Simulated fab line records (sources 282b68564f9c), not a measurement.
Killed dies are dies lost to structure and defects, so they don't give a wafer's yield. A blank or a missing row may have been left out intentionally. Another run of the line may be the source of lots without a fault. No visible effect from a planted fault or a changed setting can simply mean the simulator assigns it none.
Comparing a struck lot with a sound one	flow rit_cmos	15 steps out of a route of 202
Sound: the wafers L516.1, L516.4, L516.6. Wafers L523.2, L523.4, L523.5 were the ones struck. The cause comes at the end.
At each step with rows: each side's tool, then ch and its chambers, then its first start. Under that, the readings that differ: sound wafers	struck wafers	difference of the means	sigmas: that difference in standard deviations of wafers without a fault.
alike: same words and numbers on both sides, and readings whose means sit less than 2 such deviations apart. not compared: any withheld reading, any reading some wafer has no value for, any bound like >300 that may hide the same value, and any number with overlapping values for which the record gives no deviation.
A row with sigmas, a row that says differs or no value, or rows on one side alone: a step with any of these is where the two part. Numbers that don't overlap but have no deviation are shown without sigmas and don't part them. Lack of a reading on every wafer of one side parts them only where that side has two or more wafers.

first, 6 steps without rows for these wafers: RIT_CONTACT_HMDS_02 (prime time 60 s); RIT_CONTACT_COAT_03 (resist thk 1000 nm); RIT_CONTACT_SOFTBAKE_04 (time 60 s); RIT_CONTACT_EXPOSE_05 (exposes mask M11, target cd 1000 nm); RIT_CONTACT_PEB_06; RIT_CONTACT_DEVELOP_07 (develop time 120 s).
RIT_CONTACT_CD_MEAS_08: target cd 1000 nm.
  sound: cd_sem-02 at day 3 06:52; struck: cd_sem-02 at day 4 15:09
  alike: cd_nm
RIT_CONTACT_OVL_MEAS_09:
  sound: overlay-02 at day 3 06:59; struck: overlay-02 at day 4 15:16
  alike: CONTACT_OVL
then, 1 step without rows for these wafers: RIT_CONTACT_HARDBAKE_10 (time 60 s).
RIT_CONTACT_ETCH_11: etches SiO2 in CHF3/CF4/Ar, stops on TiSi2, target depth 480 nm, time 320 s.
  sound on rie_diel-04 ch 0,1,2, day 3 07:10; struck on rie_diel-04 ch 0,2,3, day 4 15:26
  alike: drypump_motor_current_A, oes_product_au, throttle_valve_pct
  not compared: rf_hours_counter_h
RIT_CONTACT_STRIP_12: strips in O2, time 180 s.
  sound on plasma_asher-04 ch 0,1, day 3 07:22; struck on plasma_asher-03 ch 0,1, day 4 15:38
  alike: drypump_motor_current_A
  not compared: rf_hours_counter_h
RIT_CONTACT_CD_MEAS_90: target cd 1000 nm.
  sound: cd_sem-02 at day 3 07:32; struck: cd_sem-02 at day 4 15:50
  alike: cd_nm
RIT_CONTACT_CLEAN_13: cleans in SC1, time 600 s.
  sound on wet_bench-01 ch 1, day 3 07:40; struck on wet_bench-01 ch 1, day 4 15:56
reading	sound	struck	difference	sigmas
bath_guard_temp_C (C)	75.3 75.7 75.5	80.0 79.8 79.6	+4.3	+9
temp_c (C)	74.91 74.87 74.95	79.25 79.24 79.33	+4.36	+40
then, 2 steps without rows for these wafers: RIT_CONTACT_CLEAN_14 (cleans in SC2, time 600 s); RIT_M1_PROBE_99.

## WHERE THEY PART
At RIT_CONTACT_CLEAN_13 and nowhere else, as far as this record goes.

WHY: what the simulator had put in
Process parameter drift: wet_bench-01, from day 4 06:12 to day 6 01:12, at RIT_CONTACT_CLEAN_13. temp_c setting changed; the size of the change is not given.
